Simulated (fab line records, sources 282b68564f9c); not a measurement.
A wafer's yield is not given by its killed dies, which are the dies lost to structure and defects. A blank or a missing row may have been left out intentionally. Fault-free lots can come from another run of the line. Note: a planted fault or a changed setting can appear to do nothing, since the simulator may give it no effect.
Which tool was responsible? || flow rit cmos || 7 lots, 21 wafers sampled, at 2 steps of a route of 202

== WHAT EACH GAUGE READ, for each wafer ==
RIT_GATE_THK_MEAS_07.
{"lot": "L176", "measured": "day 2 20:54", "on": "film metro-01", "GATE_OXIDE_THK (nm)": "2.94 2.98 2.99"}
{"lot": "L179", "measured": "day 3 14:50", "on": "film metro-02", "GATE_OXIDE_THK (nm)": "2.97 2.99 2.99"}
{"lot": "L183", "measured": "day 4 03:28", "on": "film metro-01", "GATE_OXIDE_THK (nm)": "2.84 2.76 2.78"}
{"lot": "L188", "measured": "day 5 04:48", "on": "film metro-02", "GATE_OXIDE_THK (nm)": "2.94 2.91 2.89"}
{"lot": "L190", "measured": "day 5 14:13", "on": "film metro-04", "GATE_OXIDE_THK (nm)": "2.98 3.02 3.00"}
{"lot": "L194", "measured": "day 6 08:20", "on": "film metro-01", "GATE_OXIDE_THK (nm)": "3.07 3.05 3.01"}
{"lot": "L197", "measured": "day 7 00:02", "on": "film metro-04", "GATE_OXIDE_THK (nm)": "2.88 2.88 2.85"}

== TOOL THAT RAN EACH LOT (tool first, then ch and the chambers of the sampled wafers, then the start) ==
{"lot": "L176", "RIT_GATE_OXIDATION_05": "furnace-01 ch 0, day 2 18:03"}
{"lot": "L179", "RIT_GATE_OXIDATION_05": "furnace-02 ch 0, day 3 12:28"}
{"lot": "L183", "RIT_GATE_OXIDATION_05": "furnace-01 ch 0, day 4 01:26"}
{"lot": "L188", "RIT_GATE_OXIDATION_05": "furnace-02 ch 0, day 5 02:02"}
{"lot": "L190", "RIT_GATE_OXIDATION_05": "furnace-02 ch 0, day 5 12:54"}
{"lot": "L194", "RIT_GATE_OXIDATION_05": "furnace-03 ch 0, day 6 06:59"}
{"lot": "L197", "RIT_GATE_OXIDATION_05": "furnace-02 ch 0, day 6 22:43"}
- RIT_GATE_OXIDATION_05: target thk 3 nm, ox time 270 s.

== THE ANSWER, worked out from the rows above alone ==
Rule: the usual values come from the lots themselves. The widest of any qualifying gaps counts: lots, ordered by their means at a reading, are off when they make up no more than a third of the lots, leave a main group of 4 or more, and stand apart from it by 3 or more times the standard deviation of that group's means. If all means in a main group match to the digits the tables above print for the reading, that group is not used. Also off: a lot with no number at a reading for which 4 or more lots have one. The other lots that the step has rows for count as sound.
Nothing can be told from this: no lot is off at any reading shown.

== WHAT THE SIMULATOR PUT IN ==
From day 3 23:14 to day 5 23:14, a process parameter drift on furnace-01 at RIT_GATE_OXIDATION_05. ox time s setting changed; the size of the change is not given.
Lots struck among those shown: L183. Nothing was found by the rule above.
